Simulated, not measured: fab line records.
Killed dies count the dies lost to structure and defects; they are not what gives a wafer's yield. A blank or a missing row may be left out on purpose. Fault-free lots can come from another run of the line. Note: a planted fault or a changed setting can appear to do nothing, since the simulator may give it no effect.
Split-lot experiment / flow rit_cmos / on a route of 202 steps: 5 lots, 23 wafers read

## THE SPLIT ITSELF
At RIT_NWELL_IMPLANT_08, the setting energy_kev was moved away from the recipe's 170 on 8 of the 23 wafers read, by -5.2% to +5.2%. All remaining wafers had this setting at the recipe value.

The split's own step is where the reading is taken.

## THE READING
implant.drp_nm (the simulator's own value, which no gauge read), in nm, at RIT_NWELL_IMPLANT_08. No usual value for it is given in the file.

wafer=L075.4; tool, chamber at the split=implanter-03, 0; energy_kev as run=170; against the recipe=recipe; implant.drp_nm, nm=68.82; against lot-mates on the recipe=-
wafer=L075.5; tool, chamber at the split=implanter-03, 0; energy_kev as run=170; against the recipe=recipe; implant.drp_nm, nm=68.82; against lot-mates on the recipe=-
wafer=L075.6; tool, chamber at the split=implanter-03, 0; energy_kev as run=170; against the recipe=recipe; implant.drp_nm, nm=68.82; against lot-mates on the recipe=-
wafer=L078.1; tool, chamber at the split=implanter-01, 0; energy_kev as run=170; against the recipe=recipe; implant.drp_nm, nm=68.82; against lot-mates on the recipe=-
wafer=L078.3; tool, chamber at the split=implanter-01, 0; energy_kev as run=170; against the recipe=recipe; implant.drp_nm, nm=68.82; against lot-mates on the recipe=-
wafer=L078.5; tool, chamber at the split=implanter-01, 0; energy_kev as run=170; against the recipe=recipe; implant.drp_nm, nm=68.82; against lot-mates on the recipe=-
wafer=L078.4; tool, chamber at the split=implanter-01, 0; energy_kev as run=175.3; against the recipe=+3.1%; implant.drp_nm, nm=70.43; against lot-mates on the recipe=+1.61
wafer=L078.6; tool, chamber at the split=implanter-01, 0; energy_kev as run=175.3; against the recipe=+3.1%; implant.drp_nm, nm=70.43; against lot-mates on the recipe=+1.61
wafer=L081.1; tool, chamber at the split=implanter-04, 0; energy_kev as run=161.1; against the recipe=-5.2%; implant.drp_nm, nm=66.16; against lot-mates on the recipe=-2.66
wafer=L081.5; tool, chamber at the split=implanter-04, 0; energy_kev as run=161.1; against the recipe=-5.2%; implant.drp_nm, nm=66.16; against lot-mates on the recipe=-2.66
wafer=L081.2; tool, chamber at the split=implanter-04, 0; energy_kev as run=170; against the recipe=recipe; implant.drp_nm, nm=68.82; against lot-mates on the recipe=-
wafer=L081.4; tool, chamber at the split=implanter-04, 0; energy_kev as run=170; against the recipe=recipe; implant.drp_nm, nm=68.82; against lot-mates on the recipe=-
wafer=L081.6; tool, chamber at the split=implanter-04, 0; energy_kev as run=170; against the recipe=recipe; implant.drp_nm, nm=68.82; against lot-mates on the recipe=-
wafer=L083.1; tool, chamber at the split=implanter-01, 0; energy_kev as run=170; against the recipe=recipe; implant.drp_nm, nm=68.82; against lot-mates on the recipe=-
wafer=L083.4; tool, chamber at the split=implanter-01, 0; energy_kev as run=170; against the recipe=recipe; implant.drp_nm, nm=68.82; against lot-mates on the recipe=-
wafer=L083.6; tool, chamber at the split=implanter-01, 0; energy_kev as run=170; against the recipe=recipe; implant.drp_nm, nm=68.82; against lot-mates on the recipe=-
wafer=L083.2; tool, chamber at the split=implanter-01, 0; energy_kev as run=164.2; against the recipe=-3.4%; implant.drp_nm, nm=67.09; against lot-mates on the recipe=-1.73
wafer=L083.3; tool, chamber at the split=implanter-01, 0; energy_kev as run=164.2; against the recipe=-3.4%; implant.drp_nm, nm=67.09; against lot-mates on the recipe=-1.73
wafer=L085.1; tool, chamber at the split=implanter-03, 0; energy_kev as run=178.8; against the recipe=+5.2%; implant.drp_nm, nm=71.48; against lot-mates on the recipe=+2.66
wafer=L085.5; tool, chamber at the split=implanter-03, 0; energy_kev as run=178.8; against the recipe=+5.2%; implant.drp_nm, nm=71.48; against lot-mates on the recipe=+2.66
wafer=L085.2; tool, chamber at the split=implanter-03, 0; energy_kev as run=170; against the recipe=recipe; implant.drp_nm, nm=68.82; against lot-mates on the recipe=-
wafer=L085.4; tool, chamber at the split=implanter-03, 0; energy_kev as run=170; against the recipe=recipe; implant.drp_nm, nm=68.82; against lot-mates on the recipe=-
wafer=L085.6; tool, chamber at the split=implanter-03, 0; energy_kev as run=170; against the recipe=recipe; implant.drp_nm, nm=68.82; against lot-mates on the recipe=-

THE FIT
A straight line over all 23 wafers: implant.drp_nm changes by +0.511 nm for each +1% of energy_kev; r = +1.00; the points scatter about the line by 0.0076 nm.
The same after taking each lot's own level away (the mean of its wafers on the recipe; 23 wafers): +0.511 nm for each +1%; r = +1.00; scatter 0.0076 nm.
That fit puts the effect of the largest move of energy_kev on the reading at 2.7 nm.
The lots' own levels span 68.820 to 68.820 nm.
The two slopes are in agreement: the lot-to-lot level therefore moves the slope only a little.
Check: with one of the wafers moved furthest among these (-5.2%) left out of the fit, the line predicts -2.67 nm for it against its lot-mates. It came out at -2.66 nm against them.

## ADDITIONAL SPLITS CARRIED BY THESE WAFERS
Before the reading, these wafers also passed through other splits. Each is held against what the fit with the lots' levels taken away leaves over:
other split on the same wafers=RIT_ACTIVE_CVD_03 nh3_flow_sccm; wafers away from the commonest value=15; r with implant.drp_nm (lot level and that fit taken away)=-0.06
other split on the same wafers=RIT_ACTIVE_ETCH_13 over_etch_frac; wafers away from the commonest value=11; r with implant.drp_nm (lot level and that fit taken away)=-0.01
other split on the same wafers=RIT_FOX2_OXIDATION_00 temp_c; wafers away from the commonest value=18; r with implant.drp_nm (lot level and that fit taken away)=+0.17

## THE WHOLE CHAIN: every reading that the file lists as answering this split, in the file's order
step=RIT_NWELL_IMPLANT_08; what it does=; reading=implant.rp_nm (the simulator's own value, which no gauge read); change (the file's fit)=+2.19 nm for each +1% of the setting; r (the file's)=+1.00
step=RIT_NWELL_IMPLANT_08; what it does=; reading=implant.drp_nm (the simulator's own value, which no gauge read); change (the file's fit)=+0.511 nm for each +1% of the setting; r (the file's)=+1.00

## THE FILE'S OWN FIT
implant.drp_nm changes by +0.511 nm for each +1% of energy_kev, r = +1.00.
